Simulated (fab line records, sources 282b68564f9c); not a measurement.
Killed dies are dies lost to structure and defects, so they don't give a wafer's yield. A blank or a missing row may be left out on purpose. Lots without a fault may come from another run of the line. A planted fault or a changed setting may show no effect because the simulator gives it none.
fab line records | flow rit_cmos
record lots=5 wafers=23
route steps=202 shown CONTACT@171 M1@184
start_h: hours from the record's first day to the start of the lot's first wafer shown | wait_h: hours since the lot's step before | " the same as in the row above | L1.1+2: a row that stands for several wafers | - no value, or no start given | * or withheld: withheld | < > ~ a bound
route shown NAME@n: a module of which the file shows steps, and the number in the route of the first | usual: mean/standard deviation of fault-free wafers | same: alike in all rows | chamber/n: place in a boat | sites: the reading at each site | _std_site: their standard deviation | _edge_site: outer sites' mean less inner sites' | radius_mm: how far each site lies from the wafer's centre | mask NAME#n: copy n | behind: the tool/chamber that last shaped the wafer | hold: why the lot was held/for how many hours/how that ended | device: the transistor (n, p or np) that didn't switch | end of line: the same wafers' tests at the end of the route | a step without rows: its recipe alone | killed: dies lost to structure and defects at the first sort, not the wafer's yield | map: a wafer's dies, x killed, . not, _ none there
set.NAME: the setting as run; set.NAME@STEP: as run at that earlier step | model.NAME: the simulator's own value behind a step, which no gauge read
lots whose settings were changed on purpose; a table a step, a row a wafer
## steps
# step RIT_CONTACT_COAT_03
# recipe resist=NOVOLAK spin_rpm=3250 resist_thk_nm=1000
# columns lot.wafer tool chamber start_h wait_h set.spin_rpm model.NOVOLAK_of_CONTACT_COAT_03.thk_nm
L074.2 litho_track-04 0 51.60 0.1 3250 994.6
L074.4 " 0 " " 3250 997.8
L074.6 " 0 " " 3250 995.9
L078.2 litho_track-04 0 72.09 0.1 3022 1036
L078.3 " 0 " " 3022 1035
L078.4 " 0 " " 3022 1037
L078.5 " 0 " " 3250 999.3
L078.6 " 0 " " 3250 997.9
L079.1+2 litho_track-02 0 75.12 0.1 3250 995.5
L079.3+4 " 0 " " 3114 1018
L079.5 " 0 " " 3250 997
L080.1 litho_track-01 0 81.96 0.1 3250 1000
L080.2 " 0 " " 3250 1005
L080.3 " 0 " " 3455 969.8
L080.5 " 0 " " 3455 970.8
L080.6 " 0 " " 3455 972.4
L081.2 litho_track-04 0 87.57 0.1 3250 993.1
L081.3 " 0 " " 3250 998.5
L081.4 " 0 " " 3438 967.3
L081.5 " 0 " " 3438 971
L081.6 " 0 " " 3250 997.3
# step RIT_CONTACT_SOFTBAKE_04
# recipe resist=NOVOLAK temp_c=90 time_s=60
# step RIT_CONTACT_EXPOSE_05
# recipe mask_id=M11 na=0.6 source_shape=conventional sigma_outer=0.5 target_cd_nm=1000 dose_mj=250
# step RIT_CONTACT_HARDBAKE_10
# recipe resist=NOVOLAK temp_c=140 time_s=60
# columns lot.wafer tool chamber start_h wait_h set.spin_rpm@CONTACT_COAT_03 model.NOVOLAK_of_CONTACT_COAT_03.thk_nm
L074.2 litho_track-04 0 52.57 0.0 3250 878.6
L074.4 " 0 " " 3250 881.4
L074.6 " 0 " " 3250 879.8
L078.2 litho_track-04 0 73.19 0.0 3022 914.9
L078.3 " 0 " " 3022 914.1
L078.4 " 0 " " 3022 915.5
L078.5 " 0 " " 3250 882.6
L078.6 " 0 " " 3250 881.4
L079.1+2 litho_track-01 0 76.22 0.0 3250 879.4
L079.3 " 0 " " 3114 899
L079.4 " 0 " " 3114 899.3
L079.5 " 0 " " 3250 880.6
L080.1 litho_track-01 0 82.93 0.0 3250 883.5
L080.2 " 0 " " 3250 887.9
L080.3 " 0 " " 3455 856.9
L080.5 " 0 " " 3455 857.8
L080.6 " 0 " " 3455 859.1
L081.2 litho_track-04 0 88.55 0.0 3250 877.3
L081.3 " 0 " " 3250 881.9
L081.4 " 0 " " 3438 854.7
L081.5 " 0 " " 3438 858
L081.6 " 0 " " 3250 881
# step RIT_M1_SPUTTER_00
# recipe material=Al target_thk_nm=400 power_w=2000 chamber_pressure_pa=0.4 gas=Ar time_s=500 substrate_temp_c=25
# columns lot.wafer tool chamber start_h wait_h set.time_s model.Al_of_M1_SPUTTER_00.thk_nm
L074.2 pvd_sputter-02 - 53.71 0.0 500 399
L074.4 " - " " 500 402.3
L074.6 " - " " 500 398.9
L078.2 pvd_sputter-02 - 74.17 0.0 500 406.5
L078.3 " - " " 469.4 378.1
L078.4 " - " " 469.4 380.1
L078.5 " - " " 469.4 379.5
L078.6 " - " " 500 403.3
L079.1 pvd_sputter-01 - 77.24 0.0 500 405.1
L079.2 " - " " 500 404.3
L079.3 " - " " 500 406.3
L079.4 " - " " 500 395.7
L079.5 " - " " 500 397
L080.1 pvd_sputter-02 - 83.94 0.0 550.7 443.1
L080.2 " - " " 550.7 441.2
L080.3 " - " " 550.7 443.4
L080.5 " - " " 500 398.2
L080.6 " - " " 500 401.9
L081.2 pvd_sputter-01 - 89.51 0.0 448.3 358.7
L081.3 " - " " 500 393.8
L081.4 " - " " 448.3 359.4
L081.5 " - " " 448.3 359.3
L081.6 " - " " 500 400.7
# step RIT_M1_RS_MEAS_01
# recipe thk_meas_gauge=four-point-probe reads=Al_of_M1_SPUTTER_00
# usual M1_AL_RS=0.0733/0.00059
# columns lot.wafer tool chamber start_h wait_h set.time_s@M1_SPUTTER_00 M1_AL_RS[ohm/sq]
L074.2 film_metro-02 - 54.03 0.2 500 0.0737
L074.4 " - " " 500 0.0731
L074.6 " - " " 500 0.0736
L078.2 film_metro-02 - 74.48 0.2 500 0.0722
L078.3 " - " " 469.4 0.0777
L078.4 " - " " 469.4 0.0772
L078.5 " - " " 469.4 0.0774
L078.6 " - " " 500 0.0727
L079.1 film_metro-02 - 77.54 0.1 500 0.0727
L079.2 " - " " 500 0.0726
L079.3 " - " " 500 0.0723
L079.4 " - " " 500 0.0742
L079.5 " - " " 500 0.0740
L080.1 film_metro-04 - 84.23 0.1 550.7 0.0661
L080.2 " - " " 550.7 0.0664
L080.3 " - " " 550.7 0.0662
L080.5 " - " " 500 0.0738
L080.6 " - " " 500 0.0730
L081.2 film_metro-01 - 89.83 0.2 448.3 0.0820
L081.3 " - " " 500 0.0745
L081.4 " - " " 448.3 0.0819
L081.5 " - " " 448.3 0.0818
L081.6 " - " " 500 0.0735
# step RIT_M1_THK_MEAS_02
# recipe thk_meas_gauge=xrf reads=Al_of_M1_SPUTTER_00
# usual M1_AL_THK=406/3.3
# columns lot.wafer tool chamber start_h wait_h set.time_s@M1_SPUTTER_00 M1_AL_THK[nm]
L074.2 film_metro-02 - 54.14 0.1 500 402
L074.4 " - " " 500 405
L074.6 " - " " 500 405
L078.2 film_metro-02 - 74.59 0.1 500 409
L078.3 " - " " 469.4 385
L078.4 " - " " 469.4 385
L078.5 " - " " 469.4 385
L078.6 " - " " 500 409
L079.1 film_metro-02 - 77.66 0.1 500 412
L079.2 " - " " 500 410
L079.3 " - " " 500 412
L079.4 " - " " 500 403
L079.5 " - " " 500 400
L080.1 film_metro-04 - 84.35 0.1 550.7 449
L080.2 " - " " 550.7 449
L080.3 " - " " 550.7 449
L080.5 " - " " 500 406
L080.6 " - " " 500 409
L081.2 film_metro-01 - 89.94 0.1 448.3 360
L081.3 " - " " 500 397
L081.4 " - " " 448.3 360
L081.5 " - " " 448.3 362
L081.6 " - " " 500 404
# step RIT_M1_DEVELOP_08
# recipe resist=NOVOLAK develop_time_s=68 dev_temp_c=23
# columns lot.wafer tool chamber start_h wait_h set.dev_temp_c
L074.2+4+6 litho_track-02 0 - - 23
L078.2+3 litho_track-03 0 - - 21.11
L078.4+5+6 " 0 " " 23
L079.1+2 litho_track-01 0 - - 26.61
L079.3+4+5 " 0 " " 23
L080.1+2+3+5+6 litho_track-01 0 - - 23
L081.2+3 litho_track-02 0 - - 21.92
L081.4+5+6 " 0 " " 23
# step RIT_M1_HARDBAKE_11
# recipe resist=NOVOLAK temp_c=140 time_s=120
# step RIT_M1_METAL_ETCH_12
# recipe stop_on=SiO2 chemistry=Cl2/BCl3 target=Al time_s=165 over_etch_frac=0.5 pressure_mtorr=100 target_depth_a=6000 rf_w=250 Cl2_flow_sccm=60 bcl3_flow_sccm=50
# usual oes_product_au=0.773/0.01
# columns lot.wafer tool chamber start_h wait_h set.time_s@M1_SPUTTER_00 oes_product_au
L074.2 rie_metal-01 1 55.60 0.2 500 0.769
L074.4 " 0 " " 500 0.767
L074.6 " 1 " " 500 0.771
L078.2 rie_metal-04 1 76.07 0.2 500 0.778
L078.3 " 1 " " 469.4 0.757
L078.4 " 0 " " 469.4 0.752
L078.5 " 1 " " 469.4 0.751
L078.6 " 0 " " 500 0.782
L079.1 rie_metal-03 1 79.13 0.2 500 0.784
L079.2 " 0 " " 500 0.784
L079.3 " 1 " " 500 0.779
L079.4 " 0 " " 500 0.776
L079.5 " 0 " " 500 0.788
L080.1 rie_metal-01 1 85.79 0.2 550.7 0.826
L080.2 " 0 " " 550.7 0.792
L080.3 " 0 " " 550.7 0.800
L080.5 " 1 " " 500 0.772
L080.6 " 0 " " 500 0.764
L081.2 rie_metal-04 0 91.50 0.2 448.3 0.726
L081.3 " 1 " " 500 0.779
L081.4 " 0 " " 448.3 0.726
L081.5 " 0 " " 448.3 0.728
L081.6 " 1 " " 500 0.784
## key
split step=RIT_CONTACT_COAT_03 setting=spin_rpm stated=3250 by=wafer
response step=RIT_CONTACT_COAT_03 reading=model.NOVOLAK_of_CONTACT_COAT_03.thk_nm change=-5.09 per=1% r=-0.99
response step=RIT_CONTACT_HARDBAKE_10 reading=model.NOVOLAK_of_CONTACT_COAT_03.thk_nm change=-4.45 per=1% r=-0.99
split step=RIT_M1_SPUTTER_00 setting=time_s stated=500 by=wafer
response step=RIT_M1_SPUTTER_00 reading=model.Al_of_M1_SPUTTER_00.thk_nm change=+3.97 per=1% r=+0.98
response step=RIT_M1_RS_MEAS_01 reading=M1_AL_RS change=-0.00075 per=1% r=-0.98
response step=RIT_M1_THK_MEAS_02 reading=M1_AL_THK change=+3.97 per=1% r=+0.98
response step=RIT_M1_METAL_ETCH_12 reading=oes_product_au change=+0.00451 per=1% r=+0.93
split step=RIT_M1_DEVELOP_08 setting=dev_temp_c stated=23 by=wafer
response none clear
